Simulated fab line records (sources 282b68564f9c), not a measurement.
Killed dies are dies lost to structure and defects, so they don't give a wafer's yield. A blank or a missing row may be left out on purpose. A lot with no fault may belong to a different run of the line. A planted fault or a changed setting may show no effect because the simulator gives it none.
Struck lot and sound lot, side by side | flow rit cmos | 16 steps out of a route of 202
Sound: wafers L520.2, L520.3, L520.5. The struck wafers were L526.2, L526.5, L526.6. Last of all comes the cause.
At each step with rows: each side's tool, then ch and its chambers, then its first start. Under that, the readings that differ: sound wafers | struck wafers | difference of the means | sigmas: that difference in standard deviations of wafers without a fault.
alike: same words and numbers on both sides, and readings whose means sit less than 2 such deviations apart. not compared: any withheld reading, any reading some wafer has no value for, any bound like >300 that may hide the same value, and any number with overlapping values for which the record gives no deviation.
A row with sigmas, a row that says differs or no value, or rows on one side alone: a step with any of these is where the two part. Numbers that don't overlap but have no deviation are shown without sigmas and don't part them. A reading that every wafer of one side lacks parts them only if that side has two wafers or more.

first, 4 steps without rows for these wafers: RIT_PLDD_SOFTBAKE_02 (time 60 s); RIT_PLDD_EXPOSE_03 (exposes mask M8, target cd 40900 nm); RIT_PLDD_PEB_04; RIT_PLDD_DEVELOP_05 (develop time 50 s).
RIT_PLDD_OVL_MEAS_06:
  sound on overlay-01 at day 3 03:18; struck on overlay-01 at day 4 17:26
  alike: PLDD_OVL
then, 2 steps without rows for these wafers: RIT_PLDD_HARDBAKE_07 (time 60 s); RIT_PLDD_IMPLANT_08.
RIT_PLDD_STRIP_09: strips in O2, time 180 s.
  sound on plasma asher-01 ch 0,1, day 3 03:38; struck on plasma asher-02 ch 0,1, day 4 17:46
  alike: drypump motor current A
  not compared: rf hours counter h
RIT_PLDD_TW_MEAS_10:
  sound on film metro-03 at day 3 03:49; struck on film metro-04 at day 4 17:56
  alike: PLDD_TW
then, 3 steps without rows for these wafers: RIT_SPACER_CLEAN_00 (cleans in SC1, time 600 s); RIT_SPACER_CLEAN_01 (cleans in dHF, time 30 s); RIT_SPACER_CLEAN_02 (cleans in SC2, time 600 s).
RIT_SPACER_CVD_03: deposits Si3N4 from SiH2Cl2/NH3, target thk 250 nm, time 3300 s.
  sound on lpcvd-02 ch 0, day 3 05:04; struck on lpcvd-02 ch 0, day 4 18:22
  reading                                  | sound             | struck            | difference | sigmas
  spike tc centre C (C)                    | 814.3 813.3 814.9 | 834.0 833.5 834.9 | +20.0      | +14
  spike tc load C (C)                      | 836.0 835.5 835.3 | 854.7 854.4 856.2 | +19.5      | +9
  spike tc source C (C)                    | 828.6 827.2 826.0 | 847.3 845.6 847.1 | +19.4      | +7
  model.Si3N4_of_SPACER_CVD_03.thk nm (nm) | 246.2 245.4 249.7 | 353 352.3 356.4   | +107       |
  alike: pressure mtorr
RIT_SPACER_THK_MEAS_04:
  sound on film metro-04 at day 3 06:59; struck on film metro-03 at day 4 21:28
  reading                 | sound             | struck            | difference | sigmas
  SPACER_NITRIDE_THK (nm) | 246.3 245.4 249.8 | 352.7 352.3 356.3 | +106.6     | +39
  not compared: hold
RIT_SPACER_ETCHBACK_05: etches Si3N4 in SF6/CHF3, stops on SiO2, target depth 250 nm, time 240 s.
  sound on rie diel-02 ch 0,1, day 3 07:02; struck on rie diel-01 ch 0,3, day 4 23:12
  reading                                  | sound             | struck                                                                     | difference                   | sigmas
  hold                                     | - - -             | await dispo/1.7h/release await dispo/1.7h/release await dispo/1.7h/release | no value on the sound wafers |
  drypump motor current A (A)              | 5.8 6.1 5.8       | 4.9 4.9 4.7                                                                | -1.1                         | -2
  oes product au (a.u.)                    | 0.841 0.838 0.854 | 1.008 1.015 1.048                                                          | +0.179                       | +18
  model.Si3N4_of_SPACER_CVD_03.thk nm (nm) | 192.5 191.9 195.5 | 277 276.2 276.5                                                            | +83                          |
  model.etch.depth nm (nm)                 | 246.2 245.4 249.7 | 311.4 312.3 324.1                                                          | +68.8                        |
  alike: throttle valve pct
  not compared: rf hours counter h
RIT_M1_PROBE_99:
  sound on prober-01 at day 3 18:38; struck on prober-02 at day 5 14:40
  reading             | sound  | struck                                                               | difference                   | sigmas
  hold                | - - -  | await dispo/2.1h/scrap await dispo/2.1h/scrap await dispo/2.1h/scrap | no value on the sound wafers |
  killed at front end | 5 10 7 | 264 264 264                                                          | +257                         | +86
  killed dies         | 5 10 7 | 264 264 264                                                          | +257                         | +86
  killed on rim       | 0 1 2  | 70 70 70                                                             | +69                          | +46
  alike: killed at contacts, killed open, killed short

WHERE THEY PART
Earliest at RIT_SPACER_CVD_03; latest, in this record, at RIT_M1_PROBE_99.

WHY: the cause the simulator had injected
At RIT_SPACER_CVD_03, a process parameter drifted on lpcvd-02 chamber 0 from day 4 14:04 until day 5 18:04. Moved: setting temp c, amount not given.
